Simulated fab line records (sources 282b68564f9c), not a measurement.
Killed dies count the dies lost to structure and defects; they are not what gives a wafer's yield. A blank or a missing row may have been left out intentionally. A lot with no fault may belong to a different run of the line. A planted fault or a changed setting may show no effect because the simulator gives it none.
Matching of chambers + flow rit cmos + 4 sister chambers for RIT_ACTIVE_ETCH_13 on rie diel-03
The step etches Si3N4 in SF6, stops on SiO2, time 210 s, target depth 210 nm. 14 wafers are shown with their chamber, then 7 later ones without.

== WAFERS WITH THEIR CHAMBER ==
| wafer  | chamber | throttle valve pct (%) | drypump motor current A (A) | oes product au (a.u.) |
|--------|---------|------------------------|-----------------------------|-----------------------|
| L937.2 | 3       | 7.37                   | 5.9                         | 0.815                 |
| L937.4 | 0       | 7.51                   | 6.1                         | 0.833                 |
| L937.6 | 2       | 7.40                   | 5.8                         | 0.816                 |
| L940.1 | 2       | 7.42                   | 5.8                         | 0.819                 |
| L940.2 | 1       | 7.64                   | 6.2                         | 0.815                 |
| L940.3 | 0       | 7.51                   | 6.1                         | 0.842                 |
| L941.1 | 0       | 7.49                   | 6.1                         | 0.820                 |
| L941.2 | 3       | 7.35                   | 5.9                         | 0.816                 |
| L941.6 | 2       | 7.40                   | 5.8                         | 0.816                 |
| L944.3 | 3       | 7.38                   | 5.8                         | 0.820                 |
| L944.5 | 2       | 7.41                   | 5.8                         | 0.815                 |
| L944.6 | 0       | 7.50                   | 6.1                         | 0.823                 |
| L950.1 | 3       | 7.37                   | 5.9                         | 0.817                 |
| L950.3 | 2       | 7.41                   | 5.8                         | 0.812                 |

SIGNATURES (means of the wafers above)
| reading                 | chamber 0 | chamber 1 | chamber 2 | chamber 3 | scatter within a chamber |
|-------------------------|-----------|-----------|-----------|-----------|--------------------------|
| throttle valve pct      | 7.5025    | 7.6400    | 7.4080    | 7.3675    | 0.0101                   |
| drypump motor current A | 6.100     | 6.200     | 5.800     | 5.875     | 0.0274                   |
| oes product au          | 0.82950   | 0.81500   | 0.81560   | 0.81700   | 0.00583                  |
Rule: a wafer lies at a distance from a chamber equal to the root of the sum of squares, over the readings, of (its reading less the chamber's mean, divided by the reading's scatter). If the next closest chamber is less than 2 further off than the closest, the wafer can't be placed; otherwise it belongs to the closest. The scatter: take each reading less its chamber's mean, square it, sum over the shown wafers, divide by the number of wafers less the number of chambers, and take the root.

== WAFERS MISSING THEIR CHAMBER ==
| wafer  | throttle valve pct (%) | drypump motor current A (A) | oes product au (a.u.) |
|--------|------------------------|-----------------------------|-----------------------|
| L950.4 | 7.50                   | 6.1                         | 0.823                 |
| L956.1 | 7.51                   | 6.1                         | 0.818                 |
| L956.2 | 7.36                   | 5.9                         | 0.830                 |
| L956.5 | 7.41                   | 5.8                         | 0.807                 |
| L958.3 | 7.36                   | 5.9                         | 0.832                 |
| L958.4 | 7.49                   | 6.1                         | 0.828                 |
| L958.5 | 7.50                   | 6.1                         | 0.839                 |

== THE CHAMBER EACH PASSED THROUGH ==
| wafer  | from the rows above | in truth |
|--------|---------------------|----------|
| L950.4 | 0                   | 0        |
| L956.1 | 0                   | 0        |
| L956.2 | 3                   | 3        |
| L956.5 | 2                   | 2        |
| L958.3 | 3                   | 3        |
| L958.4 | 0                   | 0        |
| L958.5 | 0                   | 0        |
Correctly placed: 7 of 7. From these rows, 0 cannot be placed. 0 placed wrongly.
